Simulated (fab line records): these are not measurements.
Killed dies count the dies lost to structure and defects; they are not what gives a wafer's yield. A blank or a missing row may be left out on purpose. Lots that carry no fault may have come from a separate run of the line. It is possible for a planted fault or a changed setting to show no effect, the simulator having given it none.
Which tool is to blame? -- flow berkeley-cmos170 -- 14 lots with 42 wafers sampled at 2 steps, on a route of 331 steps

== WHAT THE GAUGES SHOWED, per wafer ==
UCB170_V2_CD_MEAS_12: target cd 700 nm. Usual: cd-nm reads 699.8 nm (standard deviation 1.4).
lot,measured,on,cd-nm (nm),flag
L622,day 9 07:07,cd-sem-01,701.0 698.9 699.6,
L623,day 9 05:44,cd-sem-01,699.8 699.1 701.0,
L621,day 9 09:05,cd-sem-02,699.4 699.8 698.4,
L625,day 10 03:49,cd-sem-01,700.1 700.5 700.7,
L626,day 10 06:35,cd-sem-02,699.9 699.1 699.8,
L627,day 10 09:47,cd-sem-02,701.5 700.9 702.2,
L629,day 10 21:08,cd-sem-02,697.5 697.3 696.4,
L631,day 11 06:17,cd-sem-02,698.8 698.4 699.8,
L633,day 11 18:05,cd-sem-01,701.0 699.3 700.8,
L635,day 12 11:50,cd-sem-02,699.5 701.1 701.0,
L636,day 12 12:39,cd-sem-01,701.6 701.4 701.0,
L637,day 12 20:02,cd-sem-01,701.2 701.1 702.4,
L639,day 13 01:25,cd-sem-02,697.9 700.1 698.5,
L643,day 14 09:35,cd-sem-02,700.5 700.1 700.1,

== EACH LOT AND THE TOOL THAT RAN IT (in order: tool; ch and the chambers of the sampled wafers; start) ==
lot,UCB170_NLDD_STRIP_10
L622,"plasma-asher-03 ch 0,1, day 7 23:55"
L623,"plasma-asher-04 ch 0,1, day 7 23:56"
L621,"plasma-asher-04 ch 0,1, day 8 00:07"
L625,"plasma-asher-04 ch 0,1, day 8 18:03"
L626,"plasma-asher-03 ch 0,1, day 8 18:14"
L627,"plasma-asher-04 ch 0,1, day 9 04:11"
L629,"plasma-asher-04 ch 0,1, day 9 12:16"
L631,"plasma-asher-03 ch 0,1, day 9 22:10"
L633,"plasma-asher-03 ch 0,1, day 10 10:22"
L635,"plasma-asher-03 ch 0, day 11 03:55"
L636,"plasma-asher-02 ch 0,1, day 11 04:39"
L637,"plasma-asher-03 ch 1, day 11 15:36"
L639,"plasma-asher-03 ch 0,1, day 11 20:13"
L643,"plasma-asher-02 ch 0,1, day 12 18:10"
- UCB170_NLDD_STRIP_10: strips in O2.

== AS READ BY THE TOOLS THEMSELVES (means over the sampled wafers that have a number; for cases with no such wafer, the mark the record gives instead) ==
UCB170_NLDD_STRIP_10. Usual: drypump-motor-current-A 5.5 A, standard deviation 0.43; oes-product-au 0.735 a.u., standard deviation 0.0043; strip-time-to-endpoint-s 21.67 s, standard deviation 0.063.
lot,tool,drypump-motor-current-A (A),oes-product-au (a.u.),strip-time-to-endpoint-s (s),flag
L622,plasma-asher-03,5.6,0.735,21.68,
L623,plasma-asher-04,5.8,0.733,21.66,
L621,plasma-asher-04,5.6,0.732,21.68,
L625,plasma-asher-04,5.8,0.738,21.68,
L626,plasma-asher-03,5.5,0.738,21.75,
L627,plasma-asher-04,5.6,0.734,21.71,
L629,plasma-asher-04,5.6,0.738,21.59,
L631,plasma-asher-03,5.5,0.733,21.70,
L633,plasma-asher-03,5.3,0.736,21.69,
L635,plasma-asher-03,5.1,0.735,21.72,
L636,plasma-asher-02,5.6,0.739,21.70,
L637,plasma-asher-03,5.8,0.734,21.61,
L639,plasma-asher-03,5.3,0.735,21.68,
L643,plasma-asher-02,5.5,0.735,21.55,

== THE ANSWER, worked out from the rows above alone ==
Rule: a lot counts as off when the mean over its wafers that have a number is more than 3 standard deviations away from the usual mean. A lot without any number at a reading at which 4 lots or more have one is off too. The other lots that the step has rows for count as sound. First the gauges in route order, then the tools' own readings, where a lot's mean is used as printed above. At the first step where some lot is off, the reading lying furthest off is the one used; lots without a number count as furthest.
Across all readings shown, no lot is off: no conclusion can be drawn from this.

== WHAT HAD BEEN PUT IN BY THE SIMULATOR ==
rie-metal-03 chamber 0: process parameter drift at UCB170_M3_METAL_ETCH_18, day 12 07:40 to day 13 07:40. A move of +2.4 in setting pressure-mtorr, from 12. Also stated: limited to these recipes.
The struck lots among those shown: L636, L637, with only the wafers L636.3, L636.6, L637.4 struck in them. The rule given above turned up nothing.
